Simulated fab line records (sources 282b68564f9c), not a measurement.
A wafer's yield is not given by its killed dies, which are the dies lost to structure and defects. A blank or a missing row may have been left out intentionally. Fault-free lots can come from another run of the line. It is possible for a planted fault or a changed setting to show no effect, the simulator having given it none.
A struck lot beside a sound one :: flow ritCmos :: 15 steps out of a route of 202
Sound: wafers L231.2, L231.3, L231.6. The struck wafers were L233.2, L233.4, L233.6. The cause is named last.
At each step with rows: each side's tool, then ch and its chambers, then its first start. Under that, the readings that differ: sound wafers :: struck wafers :: difference of the means :: sigmas: that difference in standard deviations of wafers without a fault.
alike: readings with means less than 2 such deviations apart, plus words and numbers identical on both sides. not compared: withheld readings, readings lacking a value on some wafer, bounds such as >300 that could conceal the same value, and numbers that have no deviation in the record and whose values overlap.
A row with sigmas, a row that says differs or no value, or rows on one side alone: a step with any of these is where the two part. Non-overlapping numbers with no deviation appear without sigmas and do not part them. A reading missing from all wafers of one side parts the sides only when that side holds two or more wafers.

first, 5 steps without rows for these wafers: RIT_PSD_COAT_01 (resist thk 1000 nm); RIT_PSD_SOFTBAKE_02 (time 60 s); RIT_PSD_EXPOSE_03 (exposes mask M10, target cd 40900 nm); RIT_PSD_PEB_04; RIT_PSD_DEVELOP_05 (develop time 50 s).
RIT_PSD_OVL_MEAS_06:
  sound on overlay-02, day 5 22:39; struck on overlay-02, day 6 07:42
  alike: PSD_OVL
then, 2 steps without rows for these wafers: RIT_PSD_HARDBAKE_07 (time 60 s); RIT_PSD_IMPLANT_08.
RIT_PSD_STRIP_09: strips in O2, time 180 s.
  sound on plasmaAsher-04 ch 0,1, day 5 22:59; struck on plasmaAsher-03 ch 0,1, day 6 08:02
  alike: drypumpMotorCurrentA
  not compared: rfHoursCounterH
RIT_PSD_TW_MEAS_10:
  sound on filmMetro-01, day 5 23:10; struck on filmMetro-01, day 6 08:13
  alike: PSD_TW
then, 2 steps without rows for these wafers: RIT_SDANNEAL_CLEAN_00 (cleans in SC1, time 600 s); RIT_SDANNEAL_CLEAN_01 (cleans in dHF, time 30 s).
RIT_SDANNEAL_CLEAN_02: cleans in SC2, time 600 s.
  sound on wetBench-04 ch 1, day 5 23:26; struck on wetBench-01 ch 0, day 6 08:28
reading: runLengthS (s)
sound: 635 635 635
struck: 663 663 663
difference: +28
sigmas: +7
RIT_SDANNEAL_RTA_03: time 5 s.
  sound on rtpAnneal-02 ch 0, day 5 23:38; struck on rtpAnneal-02 ch 0, day 6 08:38
  alike: chamberO2Ppm, wafer_temp_C_max
RIT_M1_PROBE_99:
  the record holds rows for the sound wafers here (prober-01, day 6 07:22) but none for the struck ones

WHERE THEY PART
Earliest at RIT_SDANNEAL_CLEAN_02; latest, in this record, at RIT_M1_PROBE_99.

WHY: what had been put in by the simulator
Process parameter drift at RIT_SDANNEAL_CLEAN_02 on wetBench-01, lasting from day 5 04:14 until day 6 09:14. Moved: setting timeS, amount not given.
